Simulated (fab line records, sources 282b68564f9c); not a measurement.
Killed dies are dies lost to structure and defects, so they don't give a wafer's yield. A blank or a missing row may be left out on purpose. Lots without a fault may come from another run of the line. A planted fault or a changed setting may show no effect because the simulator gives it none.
Which tool did it? | flow rit_cmos | 7 lots, 21 wafers sampled, at 2 steps of a route of 202

WHAT THE GAUGES READ, wafer by wafer
RIT_GATE_THK_MEAS_07.
lot  | measured    | on            | GATE_OXIDE_THK (nm)
L696 | day 2 18:49 | film_metro-02 | 3.00 3.00 2.97
L699 | day 3 09:18 | film_metro-04 | 2.96 2.92 2.93
L701 | day 3 20:43 | film_metro-04 | 2.93 2.90 2.94
L703 | day 4 09:12 | film_metro-02 | 3.07 3.05 3.12
L709 | day 5 18:35 | film_metro-03 | 3.85 3.75 3.84
L714 | day 6 14:32 | film_metro-04 | 2.93 2.92 2.95
L718 | day 7 07:19 | film_metro-02 | 2.95 3.00 2.94

WHICH TOOL RAN EACH LOT (tool, then ch and the chambers of the sampled wafers, then the start)
lot  | RIT_GATE_OXIDATION_05
L696 | furnace-03 ch 0, day 2 15:35
L699 | furnace-01 ch 0, day 3 07:37
L701 | furnace-04 ch 0, day 3 18:58
L703 | furnace-03 ch 0, day 4 04:00
L709 | furnace-03 ch 0, day 5 14:19
L714 | furnace-04 ch 0, day 6 11:53
L718 | furnace-04 ch 0, day 7 05:58
- RIT_GATE_OXIDATION_05: target thk 3 nm, ox time 270 s.

THE ANSWER, worked out from the rows above alone
Rule: what is usual is taken from the lots themselves. Put in order of their means at a reading, lots are off if they are a third of the lots or fewer, leave a main group of 4 or more, and stand apart from it by a gap of 3 or more times the standard deviation of the main group's means; of several such gaps the widest counts. A main group whose means are all the same, to the digits that the tables above print for the reading, isn't used. A lot without any number at a reading at which 4 lots or more have one is off too. The other lots that the step has rows for count as sound.
Off: L709, at RIT_GATE_THK_MEAS_07 (GATE_OXIDE_THK). The main group: mean 2.97 nm, standard deviation 0.053.
A tool fits if, at a process step before that reading, it ran every lot that is off, and no sound lot after the first of them. The gauges at RIT_GATE_THK_MEAS_07 are tried like those tools. Can't be told from this: 2 tools fit, furnace-03 at RIT_GATE_OXIDATION_05, film_metro-03 at RIT_GATE_THK_MEAS_07.

WHAT THE SIMULATOR HAD PUT IN
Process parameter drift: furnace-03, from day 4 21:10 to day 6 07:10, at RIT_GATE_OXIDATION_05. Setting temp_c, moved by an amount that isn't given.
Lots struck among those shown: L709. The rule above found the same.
